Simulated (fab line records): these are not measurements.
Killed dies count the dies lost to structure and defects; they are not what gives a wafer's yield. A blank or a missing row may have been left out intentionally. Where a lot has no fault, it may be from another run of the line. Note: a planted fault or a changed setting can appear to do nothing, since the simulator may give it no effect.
Comparing a struck lot with a sound one    flow berkeleyCmos170    15 out of 331 route steps
Sound: these wafers, L929.3, L929.4, L929.6. Struck: wafers L939.2, L939.3, L939.5. The cause is given at the end.
Order at every step that has rows: each side's tool, ch and its chambers, its first start. Under that, the readings that differ: sound wafers    struck wafers    difference of the means    sigmas: that difference in standard deviations of wafers without a fault.
alike: same words and numbers on both sides, and readings whose means sit less than 2 such deviations apart. not compared: any withheld reading, any reading some wafer has no value for, any bound like >300 that may hide the same value, and any number with overlapping values for which the record gives no deviation.
The two part at a step that has a row with sigmas, a row that says differs or no value, or rows on one side only. Non-overlapping numbers with no deviation appear without sigmas and do not part them. Lack of a reading on every wafer of one side parts them only where that side has two or more wafers.

first, 1 step without rows for these wafers: UCB170_FIELD_OXIDATION_01 (target thk 558.3 nm, ox time 7200 s).
UCB170_FIELD_THK_MEAS_02:
  struck on filmMetro-01, day 8 03:08; sound on filmMetro-04, day 5 18:30
  alike: FIELD_OXIDE_THK
then, 4 steps without rows for these wafers: UCB170_FIELD_ANNEAL_03 (time 1200 s); UCB170_FIELD_WET_ETCH_04 (etches SiO2 in dHF, time 60 s); UCB170_FIELD_WET_ETCH_05 (etches Si3N4 in H3PO4, time 12600 s); UCB170_FIELD_WET_ETCH_06 (etches SiO2 in BOE, time 22 s).
UCB170_FIELD_THK_MEAS_90:
  struck on filmMetro-01, day 8 12:12; sound on filmMetro-01, day 6 04:04
  alike: FIELD_OXIDE_LEFT_1_THK
then, 2 steps without rows for these wafers: UCB170_SACOX_CLEAN_00 (cleans in dHF, time 7.5 s); UCB170_SACOX_OXIDATION_01 (target thk 14.4 nm, ox time 2400 s).
UCB170_SACOX_THK_MEAS_02:
  struck on filmMetro-03, day 8 14:15; sound on filmMetro-01, day 6 10:58
  alike: SACOX_OXIDE_THK
then, 2 steps without rows for these wafers: UCB170_SCREENOX_WET_ETCH_00 (etches SiO2 in dHF, time 200 s); UCB170_SCREENOX_OXIDATION_01 (target thk 14.4 nm, ox time 2400 s).
UCB170_SCREENOX_THK_MEAS_02:
  struck on filmMetro-03, day 8 20:14; sound on filmMetro-01, day 6 16:49
reading                  sound           struck          difference  sigmas
SCREENOX_OXIDE_THK (nm)  14.1 13.8 13.9  15.4 15.4 15.6  +1.5        +5
then, 1 step without rows for these wafers: UCB170_SCREENOX_ANNEAL_03 (time 900 s).
UCB170_M3_PROBE_99:
  the record has rows for the sound wafers here (prober-02, day 9 03:07) and none for the struck ones

== WHERE THEY PART ==
At UCB170_SCREENOX_THK_MEAS_02 first; at UCB170_M3_PROBE_99 last (within this record only).

WHY: what had been put in by the simulator
Metrology matching offset: filmMetro-03, from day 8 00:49 on, at UCB170_SCREENOX_THK_MEAS_02. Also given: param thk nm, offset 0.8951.
